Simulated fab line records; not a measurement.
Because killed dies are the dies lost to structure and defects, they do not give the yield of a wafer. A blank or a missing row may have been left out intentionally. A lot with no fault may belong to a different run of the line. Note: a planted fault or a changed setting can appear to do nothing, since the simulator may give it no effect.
fab line records	flow rit_cmos
[record] lots = 5	wafers = 23
route steps=202 shown ACTIVE@2 FOX2@23 NWELL@36 PWELL@40 WELLDRIVE@50 NRETRO@54 PRETRO@71 GATE@78 REOX@101
start_h: start of the lot's first displayed wafer, in hours after the record's first day	wait_h: hours from the lot's prior step to this one	" same as the row above	L1.1+2: one row covering several wafers at once	- no value, or no start was given	* or withheld: withheld	< > ~ a bound
route shown NAME@n: names a module that has steps shown in the file, with the first one's number in the route	usual: mean/standard deviation of fault-free wafers	same: alike in all rows	chamber/n: place in a boat	sites: per-site readings	_std_site: standard deviation across them	_edge_site: mean of outer sites minus mean of inner sites	radius_mm: for every site, how far away it sits from the centre of the wafer	mask NAME#n: copy n	behind: tool/chamber where the wafer was last shaped	hold: what put the lot on hold/how long, in hours/how the hold closed	device: the transistor (n, p or np) that didn't switch	end of line: the route-end tests of the same wafers	a step without rows: its recipe alone	killed: dies lost to structure and defects at the first sort, not the wafer's yield	map: a wafer's dies, marking killed ones x, the rest . and places with no die _
set.NAME: the run value of the setting; set.NAME@STEP: its run value at that earlier step	model.NAME: the simulator's own value behind a step, which no gauge read
one table per step and one row per wafer, for lots whose settings were changed on purpose
[[steps]]
[step RIT_ACTIVE_OXIDATION_01]
[recipe] temp_c = 1000	ambient = O2	target_thk_a = 468	ox_time_s = 3360
lot.wafer	tool	chamber	start_h	wait_h	set.ox_time_s	model.SiO2_of_ACTIVE_OXIDATION_01.thk_nm
L075.1	-	-	-	3.8	3160	44.73
L075.2	"	-	"	"	3160	44.32
L075.3	"	-	"	"	3160	44.47
L075.5	"	-	"	"	3160	44.27
L075.6	"	-	"	"	3160	44.33
L076.1	-	-	-	2.7	2948	43.7
L076.3	"	-	"	"	2948	43.92
L076.4	"	-	"	"	2948	42.78
L076.5	"	-	"	"	2948	43.62
L076.6	"	-	"	"	2948	42.86
L078.1	-	-	-	2.1	2966	43.54
L078.2	"	-	"	"	2966	43.47
L078.3	"	-	"	"	2966	44.51
L078.5	"	-	"	"	2966	43.01
L078.6	"	-	"	"	2966	44.65
L079.1	furnace-03	0	35.12	0.1	3360	46.96
L079.4	"	0	"	"	3360	45.59
L079.5	"	0	"	"	3360	46.25
L084.1	-	-	-	2.0	3124	44.5
L084.2	"	-	"	"	3124	44.55
L084.3	"	-	"	"	3124	44.83
L084.4	"	-	"	"	3124	45.02
L084.6	"	-	"	"	3124	44.48
[step RIT_ACTIVE_COAT_06]
[recipe] resist = NOVOLAK	spin_rpm = 3250	resist_thk_nm = 1000
lot.wafer	tool	chamber	start_h	wait_h	set.resist_thk_nm	model.NOVOLAK_of_ACTIVE_COAT_06.thk_nm
L075.1	litho_track-04	0	22.41	0.1	1000	997.4
L075.2	"	0	"	"	1000	998.5
L075.3	"	0	"	"	1055	1057
L075.5	"	0	"	"	1055	1051
L075.6	"	0	"	"	1000	1002
L076.1	litho_track-02	0	26.38	0.1	957.1	955.3
L076.3	"	0	"	"	957.1	958.9
L076.4	"	0	"	"	1000	1000
L076.5	"	0	"	"	1000	1001
L076.6	"	0	"	"	1000	998.1
L078.1	litho_track-02	0	35.78	0.1	951	948
L078.2	"	0	"	"	951	946.9
L078.3	"	0	"	"	1000	997
L078.5	"	0	"	"	1000	999.3
L078.6	"	0	"	"	951	946.7
L079.1	litho_track-02	0	38.74	0.1	1000	998.9
L079.4	"	0	"	"	1000	997.4
L079.5	"	0	"	"	1000	997.8
L084.1	litho_track-02	0	65.61	0.1	1000	999.8
L084.2+4	"	0	"	"	1026	1026
L084.3	"	0	"	"	1000	1001
L084.6	"	0	"	"	1000	1002
[step RIT_FOX2_OXIDATION_00]
[recipe] temp_c = 1100	ambient = H2O	target_thk_a = 3507	p_h2o_torr = 720	ox_time_s = 1130
lot.wafer	tool	chamber	start_h	wait_h	set.temp_c	model.SiO2_of_FOX2_OXIDATION_00.thk_nm
L075.1	-	-	-	0.9	1131	396.8
L075.2	"	-	"	"	1131	399.8
L075.3	"	-	"	"	1131	393.8
L075.5	"	-	"	"	1131	392.3
L075.6	"	-	"	"	1131	395.2
L076.1	-	-	-	1.4	1100	351.3
L076.3	"	-	"	"	1100	343.9
L076.4	"	-	"	"	1100	346.2
L076.5	"	-	"	"	1100	343.4
L076.6	"	-	"	"	1100	341
L078.1	-	-	-	0.0	1077	312.3
L078.2	"	-	"	"	1077	310
L078.3	"	-	"	"	1077	311.3
L078.5	"	-	"	"	1077	311.5
L078.6	"	-	"	"	1077	313.1
L079.1	furnace-04	0	45.61	1.0	1100	354.6
L079.4	"	0	"	"	1100	353.8
L079.5	"	0	"	"	1100	347.6
L084.1	-	-	-	0.0	1100	351.5
L084.2	"	-	"	"	1100	352.9
L084.3	"	-	"	"	1100	350
L084.4	"	-	"	"	1100	355.3
L084.6	"	-	"	"	1100	353.2
[step RIT_FOX2_THK_MEAS_01]
[recipe] reads = SiO2_of_FOX2_OXIDATION_00
[usual] FOX2_OXIDE_THK = 349/5.9
lot.wafer	tool	chamber	start_h	wait_h	set.temp_c@FOX2_OXIDATION_00	FOX2_OXIDE_THK[nm]
L075.1	film_metro-01	-	-	-	1131	397
L075.2	"	-	"	"	1131	400
L075.3	"	-	"	"	1131	394
L075.5	"	-	"	"	1131	392
L075.6	"	-	"	"	1131	395
L076.1	film_metro-01	-	-	-	1100	351
L076.3	"	-	"	"	1100	344
L076.4	"	-	"	"	1100	347
L076.5	"	-	"	"	1100	343
L076.6	"	-	"	"	1100	341
L078.1	film_metro-04	-	-	-	1077	312
L078.2	"	-	"	"	1077	310
L078.3	"	-	"	"	1077	311
L078.5	"	-	"	"	1077	311
L078.6	"	-	"	"	1077	313
L079.1	film_metro-02	-	46.92	0.0	1100	355
L079.4	"	-	"	"	1100	354
L079.5	"	-	"	"	1100	348
L084.1	film_metro-04	-	-	-	1100	352
L084.2	"	-	"	"	1100	353
L084.3	"	-	"	"	1100	350
L084.4	"	-	"	"	1100	355
L084.6	"	-	"	"	1100	353
[step RIT_FOX2_WET_ETCH_03]
[recipe] chemistry = H3PO4	target = Si3N4	target_depth_nm = 195	temp_c = 165	time_s = 2700
lot.wafer	tool	chamber	start_h	wait_h	set.time_s
L075.1+2+3+5+6	-	-	-	0.0	2700
L076.1+3+4+5+6	-	-	-	0.0	2700
L078.1+2+3+5+6	-	-	-	0.0	2916
L079.1+4+5	wet_bench-02	3	47.10	0.0	2700
L084.1+2+3+4+6	-	-	-	0.0	2502
[step RIT_FOX2_THK_MEAS_90]
[recipe] reads = SiO2_of_FOX2_OXIDATION_00
[usual] FIELD_OXIDE_LEFT_1_THK = 321/5.9
lot.wafer	tool	chamber	start_h	wait_h	set.temp_c@FOX2_OXIDATION_00	FIELD_OXIDE_LEFT_1_THK[nm]
L075.1	film_metro-01	-	-	-	1131	369
L075.2	"	-	"	"	1131	372
L075.3	"	-	"	"	1131	367
L075.5	"	-	"	"	1131	365
L075.6	"	-	"	"	1131	368
L076.1	film_metro-02	-	-	-	1100	324
L076.3	"	-	"	"	1100	317
L076.4	"	-	"	"	1100	319
L076.5	"	-	"	"	1100	316
L076.6	"	-	"	"	1100	314
L078.1	film_metro-02	-	-	-	1077	284
L078.2	"	-	"	"	1077	282
L078.3	"	-	"	"	1077	283
L078.5	"	-	"	"	1077	283
L078.6	"	-	"	"	1077	285
L079.1	film_metro-01	-	48.00	0.0	1100	328
L079.4	"	-	"	"	1100	327
L079.5	"	-	"	"	1100	320
L084.1	film_metro-04	-	-	-	1100	325
L084.2	"	-	"	"	1100	326
L084.3	"	-	"	"	1100	323
L084.4	"	-	"	"	1100	329
L084.6	"	-	"	"	1100	327
[step RIT_NWELL_IMPLANT_08]
[recipe] species = P	energy_kev = 170	dose_cm2 = 5e+13	tilt_deg = 7
lot.wafer	tool	chamber	start_h	wait_h	set.energy_kev	model.implant.rp_nm	model.implant.drp_nm
L075.1+6	implanter-04	0	30.59	0.2	170	215.6	68.82
L075.2+3+5	"	0	"	"	174.9	222	70.31
L076.1+3+5	implanter-03	0	37.75	0.2	170	218.1	68.82
L076.4+6	"	0	"	"	179.6	230.8	71.71
L078.1+5	implanter-04	0	44.03	0.2	170	216.7	68.82
L078.2+3+6	"	0	"	"	175.8	224.3	70.58
L079.1+4+5	implanter-01	0	49.32	0.2	170	212.5	68.82
L084.1+2+3+4+6	implanter-01	0	73.53	0.2	170	217	68.82
[step RIT_PWELL_COAT_01]
[recipe] resist = NOVOLAK	spin_rpm = 2000	resist_thk_nm = 1300
lot.wafer	tool	chamber	start_h	wait_h	set.spin_rpm	model.NOVOLAK_of_PWELL_COAT_01.thk_nm
L075.1	litho_track-01	0	31.13	0.1	2058	1283
L075.2	"	0	"	"	2058	1282
L075.3	"	0	"	"	2058	1281
L075.5	"	0	"	"	2000	1304
L075.6	"	0	"	"	2000	1299
L076.1+4	litho_track-02	0	38.29	0.1	2000	1298
L076.3	"	0	"	"	2000	1296
L076.5	"	0	"	"	1907	1327
L076.6	"	0	"	"	1907	1329
L078.1+3	litho_track-02	0	44.57	0.1	2000	1294
L078.2	"	0	"	"	2000	1293
L078.5	"	0	"	"	2097	1266
L078.6	"	0	"	"	2097	1265
L079.1+5	litho_track-02	0	49.86	0.1	2000	1301
L079.4	"	0	"	"	2000	1300
L084.1+4	litho_track-02	0	74.06	0.1	2000	1300
L084.2	"	0	"	"	2000	1305
L084.3	"	0	"	"	2059	1282
L084.6	"	0	"	"	2059	1280
[step RIT_PWELL_SOFTBAKE_02]
[recipe] resist = NOVOLAK	temp_c = 90	time_s = 60
[step RIT_PWELL_EXPOSE_03]
[recipe] mask_id = M3	na = 0.57	target_cd_nm = 43700	dose_mj = 250
[step RIT_PWELL_DEVELOP_05]
[recipe] resist = NOVOLAK	develop_time_s = 68	dev_temp_c = 23
[step RIT_PWELL_HARDBAKE_07]
[recipe] resist = NOVOLAK	temp_c = 140	time_s = 120
lot.wafer	tool	chamber	start_h	wait_h	set.spin_rpm@PWELL_COAT_01	model.NOVOLAK_of_PWELL_COAT_01.thk_nm
L075.1	litho_track-01	0	32.02	0.0	2058	1122
L075.2	"	0	"	"	2058	1121
L075.3	"	0	"	"	2058	1120
L075.5	"	0	"	"	2000	1140
L075.6	"	0	"	"	2000	1136
L076.1	litho_track-01	0	39.32	0.0	2000	1135
L076.3	"	0	"	"	2000	1133
L076.4	"	0	"	"	2000	1136
L076.5	"	0	"	"	1907	1161
L076.6	"	0	"	"	1907	1162
L078.1+2	litho_track-02	0	45.34	0.0	2000	1131
L078.3	"	0	"	"	2000	1132
L078.5+6	"	0	"	"	2097	1107
L079.1+5	litho_track-03	0	50.75	0.0	2000	1138
L079.4	"	0	"	"	2000	1137
L084.1+4	litho_track-01	0	74.92	0.0	2000	1137
L084.2	"	0	"	"	2000	1141
L084.3	"	0	"	"	2059	1121
L084.6	"	0	"	"	2059	1120
[step RIT_PWELL_IMPLANT_08]
[recipe] species = B	energy_kev = 170	dose_cm2 = 7e+13	tilt_deg = 7
lot.wafer	tool	chamber	start_h	wait_h	set.dose_cm2
L075.1+5	implanter-02	0	32.27	0.2	6.64e+13
L075.2+3+6	"	0	"	"	7e+13
L076.1+6	implanter-03	0	39.57	0.2	7e+13
L076.3+4+5	"	0	"	"	6.525e+13
L078.1+2+3+5+6	implanter-01	0	45.59	0.2	7e+13
L079.1+4+5	implanter-02	0	51.00	0.2	7e+13
L084.1+2	implanter-02	0	75.17	0.2	6.826e+13
L084.3+4+6	"	0	"	"	7e+13
[step RIT_PWELL_STRIP_09]
[recipe] chemistry = O2	time_s = 180	resist = NOVOLAK	platen_temp_c = withheld	power_w = 500	pressure_mtorr = 4000	o2_flow_sccm = 4000
[step RIT_PWELL_TW_MEAS_10]
[usual] PWELL_TW = 948/5.4
lot.wafer	tool	chamber	start_h	wait_h	set.dose_cm2@PWELL_IMPLANT_08	PWELL_TW
L075.1	film_metro-03	-	32.60	0.1	6.64e+13	935
L075.2	"	-	"	"	7e+13	941
L075.3	"	-	"	"	7e+13	944
L075.5	"	-	"	"	6.64e+13	930
L075.6	"	-	"	"	7e+13	952
L076.1	film_metro-02	-	39.89	0.1	7e+13	948
L076.3	"	-	"	"	6.525e+13	928
L076.4	"	-	"	"	6.525e+13	921
L076.5	"	-	"	"	6.525e+13	922
L076.6	"	-	"	"	7e+13	948
L078.1	film_metro-03	-	45.91	0.1	7e+13	954
L078.2	"	-	"	"	7e+13	956
L078.3	"	-	"	"	7e+13	950
L078.5	"	-	"	"	7e+13	952
L078.6	"	-	"	"	7e+13	955
L079.1	film_metro-01	-	51.32	0.1	7e+13	950
L079.4	"	-	"	"	7e+13	945
L079.5	"	-	"	"	7e+13	951
L084.1	film_metro-01	-	75.50	0.1	6.826e+13	934
L084.2	"	-	"	"	6.826e+13	927
L084.3	"	-	"	"	7e+13	943
L084.4	"	-	"	"	7e+13	940
L084.6	"	-	"	"	7e+13	940
[step RIT_WELLDRIVE_ANNEAL_00]
[recipe] temp_c = 1100	time_s = 14700	ambient = N2
[step RIT_WELLDRIVE_RS_MEAS_02]
[recipe] thk_meas_gauge = four-point-probe
[usual] PWELL_RS = 430.0/1.4
lot.wafer	tool	chamber	start_h	wait_h	set.dose_cm2@PWELL_IMPLANT_08	PWELL_RS[ohm/sq]
L075.1	film_metro-01	-	39.25	0.1	6.64e+13	444.1
L075.2	"	-	"	"	7e+13	430.4
L075.3	"	-	"	"	7e+13	431.0
L075.5	"	-	"	"	6.64e+13	442.7
L075.6	"	-	"	"	7e+13	429.0
L076.1	film_metro-01	-	45.16	0.1	7e+13	433.1
L076.3	"	-	"	"	6.525e+13	452.7
L076.4	"	-	"	"	6.525e+13	451.2
L076.5	"	-	"	"	6.525e+13	451.4
L076.6	"	-	"	"	7e+13	430.7
L078.1	film_metro-02	-	52.79	0.1	7e+13	428.6
L078.2	"	-	"	"	7e+13	428.6
L078.3	"	-	"	"	7e+13	429.2
L078.5	"	-	"	"	7e+13	429.6
L078.6	"	-	"	"	7e+13	427.6
L079.1	film_metro-02	-	57.87	0.1	7e+13	430.8
L079.4	"	-	"	"	7e+13	431.4
L079.5	"	-	"	"	7e+13	428.6
L084.1	film_metro-02	-	82.20	0.1	6.826e+13	435.4
L084.2	"	-	"	"	6.826e+13	435.0
L084.3	"	-	"	"	7e+13	429.6
L084.4	"	-	"	"	7e+13	429.6
L084.6	"	-	"	"	7e+13	428.3
[step RIT_NRETRO_COAT_01]
[recipe] resist = NOVOLAK	spin_rpm = 2000	resist_thk_nm = 1300
lot.wafer	tool	chamber	start_h	wait_h	set.resist_thk_nm	model.NOVOLAK_of_NRETRO_COAT_01.thk_nm
L075.1	litho_track-04	0	39.52	0.1	1320	1322
L075.2	"	0	"	"	1320	1317
L075.3	"	0	"	"	1300	1299
L075.5	"	0	"	"	1300	1298
L075.6	"	0	"	"	1320	1319
L076.1	litho_track-03	0	45.43	0.1	1369	1359
L076.3	"	0	"	"	1300	1291
L076.4	"	0	"	"	1369	1360
L076.5	"	0	"	"	1369	1363
L076.6	"	0	"	"	1300	1296
L078.1	litho_track-03	0	53.06	0.1	1257	1254
L078.2	"	0	"	"	1300	1298
L078.3	"	0	"	"	1300	1300
L078.5+6	"	0	"	"	1257	1252
L079.1	litho_track-04	0	58.14	0.1	1300	1302
L079.4	"	0	"	"	1300	1304
L079.5	"	0	"	"	1300	1303
L084.1	litho_track-02	0	82.47	0.1	1300	1302
L084.2	"	0	"	"	1300	1297
L084.3	"	0	"	"	1300	1300
L084.4+6	"	0	"	"	1243	1247
[step RIT_NRETRO_SOFTBAKE_02]
[recipe] resist = NOVOLAK	temp_c = 90	time_s = 60
[step RIT_NRETRO_EXPOSE_03]
[recipe] mask_id = M4	na = 0.57	target_cd_nm = 43900	dose_mj = 250
[step RIT_NRETRO_DEVELOP_05]
[recipe] resist = NOVOLAK	develop_time_s = 68	dev_temp_c = 23
[step RIT_NRETRO_HARDBAKE_07]
[recipe] resist = NOVOLAK	temp_c = 140	time_s = 120
lot.wafer	tool	chamber	start_h	wait_h	set.resist_thk_nm@NRETRO_COAT_01	model.NOVOLAK_of_NRETRO_COAT_01.thk_nm
L075.1	litho_track-04	0	40.28	0.0	1320	1156
L075.2	"	0	"	"	1320	1152
L075.3	"	0	"	"	1300	1136
L075.5	"	0	"	"	1300	1135
L075.6	"	0	"	"	1320	1153
L076.1	litho_track-04	0	46.32	0.0	1369	1187
L076.3	"	0	"	"	1300	1129
L076.4	"	0	"	"	1369	1189
L076.5	"	0	"	"	1369	1191
L076.6	"	0	"	"	1300	1134
L078.1	litho_track-03	0	53.83	0.0	1257	1097
L078.2	"	0	"	"	1300	1136
L078.3	"	0	"	"	1300	1137
L078.5	"	0	"	"	1257	1096
L078.6	"	0	"	"	1257	1095
L079.1	litho_track-04	0	59.04	0.0	1300	1139
L079.4	"	0	"	"	1300	1141
L079.5	"	0	"	"	1300	1140
L084.1	litho_track-04	0	83.23	0.0	1300	1139
L084.2	"	0	"	"	1300	1134
L084.3	"	0	"	"	1300	1137
L084.4	"	0	"	"	1243	1092
L084.6	"	0	"	"	1243	1091
[step RIT_PRETRO_HARDBAKE_07]
[recipe] resist = NOVOLAK	temp_c = 140	time_s = 120
lot.wafer	tool	chamber	start_h	wait_h	set.temp_c	model.NOVOLAK_of_PRETRO_COAT_01.thk_nm
L075.1+6	litho_track-01	0	41.96	0.0	140	1130
L075.2	"	0	"	"	136.5	1141
L075.3	"	0	"	"	136.5	1140
L075.5	"	0	"	"	140	1129
L076.1	litho_track-04	0	47.87	0.0	136.5	1142
L076.3	"	0	"	"	136.5	1144
L076.4	"	0	"	"	140	1138
L076.5	"	0	"	"	140	1137
L076.6	"	0	"	"	136.5	1145
L078.1+6	litho_track-01	0	55.57	0.1	140	1136
L078.2	"	0	"	"	140	1135
L078.3+5	"	0	"	"	138	1141
L079.1	litho_track-01	0	60.83	0.1	140	1137
L079.4	"	0	"	"	140	1134
L079.5	"	0	"	"	140	1139
L084.1	litho_track-04	0	84.89	0.0	137.8	1137
L084.2	"	0	"	"	140	1135
L084.3	"	0	"	"	137.8	1139
L084.4	"	0	"	"	140	1137
L084.6	"	0	"	"	137.8	1138
[step RIT_PRETRO_IMPLANT_08]
[recipe] species = B	energy_kev = 45	dose_cm2 = 1.2e+13	tilt_deg = 7
[step RIT_PRETRO_STRIP_09]
[recipe] chemistry = O2	time_s = 180	resist = NOVOLAK	platen_temp_c = withheld	power_w = 500	pressure_mtorr = 4000	o2_flow_sccm = 4000
[step RIT_GATE_CLEAN_03]
[recipe] chemistry = SC2	mix = 3:3:50	time_s = 600	temp_c = 75	dry = n2_spin
[step RIT_GATE_CLEAN_04]
[recipe] chemistry = dHF	dilution = 50:1	time_s = 60	dry = n2_spin
[step RIT_FOX2_THK_MEAS_91]
[recipe] reads = SiO2_of_FOX2_OXIDATION_00
[usual] FIELD_OXIDE_LEFT_2_THK = 254/5.8
lot.wafer	tool	chamber	start_h	wait_h	set.temp_c@FOX2_OXIDATION_00	FIELD_OXIDE_LEFT_2_THK[nm]
L075.1	film_metro-01	-	43.18	0.0	1131	302
L075.2	"	-	"	"	1131	305
L075.3	"	-	"	"	1131	299
L075.5	"	-	"	"	1131	297
L075.6	"	-	"	"	1131	300
L076.1	film_metro-02	-	49.00	0.0	1100	265
L076.3	"	-	"	"	1100	257
L076.4	"	-	"	"	1100	260
L076.5	"	-	"	"	1100	257
L076.6	"	-	"	"	1100	254
L078.1	film_metro-02	-	56.62	0.0	1077	223
L078.2	"	-	"	"	1077	221
L078.3	"	-	"	"	1077	222
L078.5	"	-	"	"	1077	222
L078.6	"	-	"	"	1077	224
L079.1	film_metro-04	-	61.88	0.0	1100	259
L079.4	"	-	"	"	1100	259
L079.5	"	-	"	"	1100	252
L084.1	film_metro-04	-	85.98	0.0	1100	266
L084.2	"	-	"	"	1100	267
L084.3	"	-	"	"	1100	264
L084.4	"	-	"	"	1100	269
L084.6	"	-	"	"	1100	267
[step RIT_REOX_OXIDATION_03]
[recipe] temp_c = 900	ambient = O2	target_thk_a = 252	ox_time_s = 5580
lot.wafer	tool	chamber	start_h	wait_h	set.temp_c	model.SiO2_of_REOX_OXIDATION_03.thk_nm
L075.1	-	-	-	1.2	906.9	26.98
L075.2	"	-	"	"	906.9	26.86
L075.3	"	-	"	"	906.9	27.1
L075.5	"	-	"	"	906.9	27.15
L075.6	"	-	"	"	906.9	27.27
L076.1	-	-	-	1.5	877.1	19.23
L076.3	"	-	"	"	877.1	19.73
L076.4	"	-	"	"	877.1	19.61
L076.5	"	-	"	"	877.1	19.72
L076.6	"	-	"	"	877.1	19.62
L078.1	-	-	-	1.2	913.8	28.12
L078.2	"	-	"	"	913.8	28.2
L078.3	"	-	"	"	913.8	28.86
L078.5	"	-	"	"	913.8	28.05
L078.6	"	-	"	"	913.8	28.38
L079.1	furnace-01	0	71.70	0.0	900	24.26
L079.4	"	0	"	"	900	24.83
L079.5	"	0	"	"	900	24.54
L084.1	-	-	-	1.7	925.9	32.4
L084.2	"	-	"	"	925.9	32.83
L084.3	"	-	"	"	925.9	32.8
L084.4	"	-	"	"	925.9	32.67
L084.6	"	-	"	"	925.9	32.3
[step RIT_REOX_THK_MEAS_04]
[recipe] reads = SiO2_of_REOX_OXIDATION_03
[usual] REOX_OXIDE_THK = 24.9/0.4
lot.wafer	tool	chamber	start_h	wait_h	set.temp_c@REOX_OXIDATION_03	REOX_OXIDE_THK[nm]
L075.1	film_metro-01	-	-	-	906.9	27.0
L075.2	"	-	"	"	906.9	26.8
L075.3	"	-	"	"	906.9	27.1
L075.5	"	-	"	"	906.9	27.1
L075.6	"	-	"	"	906.9	27.3
L076.1	film_metro-01	-	-	-	877.1	19.2
L076.3	"	-	"	"	877.1	19.7
L076.4	"	-	"	"	877.1	19.7
L076.5	"	-	"	"	877.1	19.8
L076.6	"	-	"	"	877.1	19.6
L078.1	film_metro-01	-	-	-	913.8	28.1
L078.2	"	-	"	"	913.8	28.3
L078.3	"	-	"	"	913.8	28.9
L078.5	"	-	"	"	913.8	28.0
L078.6	"	-	"	"	913.8	28.4
L079.1	film_metro-03	-	74.25	0.0	900	24.2
L079.4	"	-	"	"	900	24.8
L079.5	"	-	"	"	900	24.5
L084.1	film_metro-02	-	-	-	925.9	32.4
L084.2	"	-	"	"	925.9	32.8
L084.3	"	-	"	"	925.9	32.8
L084.4	"	-	"	"	925.9	32.6
L084.6	"	-	"	"	925.9	32.3
[[key]]
[split] step = RIT_ACTIVE_OXIDATION_01	setting = ox_time_s	stated = 3360	by = lot
[response] step = RIT_ACTIVE_OXIDATION_01	reading = model.SiO2_of_ACTIVE_OXIDATION_01.thk_nm	change = +0.208	per = 1%	r = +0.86
[split] step = RIT_ACTIVE_COAT_06	setting = resist_thk_nm	stated = 1000	by = wafer
[response] step = RIT_ACTIVE_COAT_06	reading = model.NOVOLAK_of_ACTIVE_COAT_06.thk_nm	change = +10.1	per = 1%	r = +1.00
[split] step = RIT_FOX2_OXIDATION_00	setting = temp_c	stated = 1100	by = lot
[response] step = RIT_FOX2_OXIDATION_00	reading = model.SiO2_of_FOX2_OXIDATION_00.thk_nm	change = +17	per = 1%	r = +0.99
[response] step = RIT_FOX2_THK_MEAS_01	reading = FOX2_OXIDE_THK	change = +17	per = 1%	r = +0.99
[response] step = RIT_FOX2_THK_MEAS_90	reading = FIELD_OXIDE_LEFT_1_THK	change = +17.2	per = 1%	r = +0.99
[response] step = RIT_FOX2_THK_MEAS_91	reading = FIELD_OXIDE_LEFT_2_THK	change = +15.7	per = 1%	r = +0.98
[split] step = RIT_FOX2_WET_ETCH_03	setting = time_s	stated = 2700	by = lot
response none clear
[split] step = RIT_NWELL_IMPLANT_08	setting = energy_kev	stated = 170	by = wafer
[response] step = RIT_NWELL_IMPLANT_08	reading = model.implant.rp_nm	change = +2.24	per = 1%	r = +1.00
[response] step = RIT_NWELL_IMPLANT_08	reading = model.implant.drp_nm	change = +0.513	per = 1%	r = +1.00
[split] step = RIT_PWELL_COAT_01	setting = spin_rpm	stated = 2000	by = wafer
[response] step = RIT_PWELL_COAT_01	reading = model.NOVOLAK_of_PWELL_COAT_01.thk_nm	change = -6.44	per = 1%	r = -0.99
[response] step = RIT_PWELL_HARDBAKE_07	reading = model.NOVOLAK_of_PWELL_COAT_01.thk_nm	change = -5.54	per = 1%	r = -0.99
[split] step = RIT_PWELL_IMPLANT_08	setting = dose_cm2	stated = 7e+13	by = wafer
[response] step = RIT_PWELL_TW_MEAS_10	reading = PWELL_TW	change = +3.24	per = 1%	r = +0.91
[response] step = RIT_WELLDRIVE_RS_MEAS_02	reading = PWELL_RS	change = -2.77	per = 1%	r = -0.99
[split] step = RIT_NRETRO_COAT_01	setting = resist_thk_nm	stated = 1300	by = wafer
[response] step = RIT_NRETRO_COAT_01	reading = model.NOVOLAK_of_NRETRO_COAT_01.thk_nm	change = +12.8	per = 1%	r = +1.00
[response] step = RIT_NRETRO_HARDBAKE_07	reading = model.NOVOLAK_of_NRETRO_COAT_01.thk_nm	change = +11	per = 1%	r = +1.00
[split] step = RIT_PRETRO_HARDBAKE_07	setting = temp_c	stated = 140	by = wafer
[response] step = RIT_PRETRO_HARDBAKE_07	reading = model.NOVOLAK_of_PRETRO_COAT_01.thk_nm	change = -3.25	per = 1%	r = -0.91
[split] step = RIT_REOX_OXIDATION_03	setting = temp_c	stated = 900	by = lot
[response] step = RIT_REOX_OXIDATION_03	reading = model.SiO2_of_REOX_OXIDATION_03.thk_nm	change = +2.36	per = 1%	r = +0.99
[response] step = RIT_REOX_THK_MEAS_04	reading = REOX_OXIDE_THK	change = +2.35	per = 1%	r = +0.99
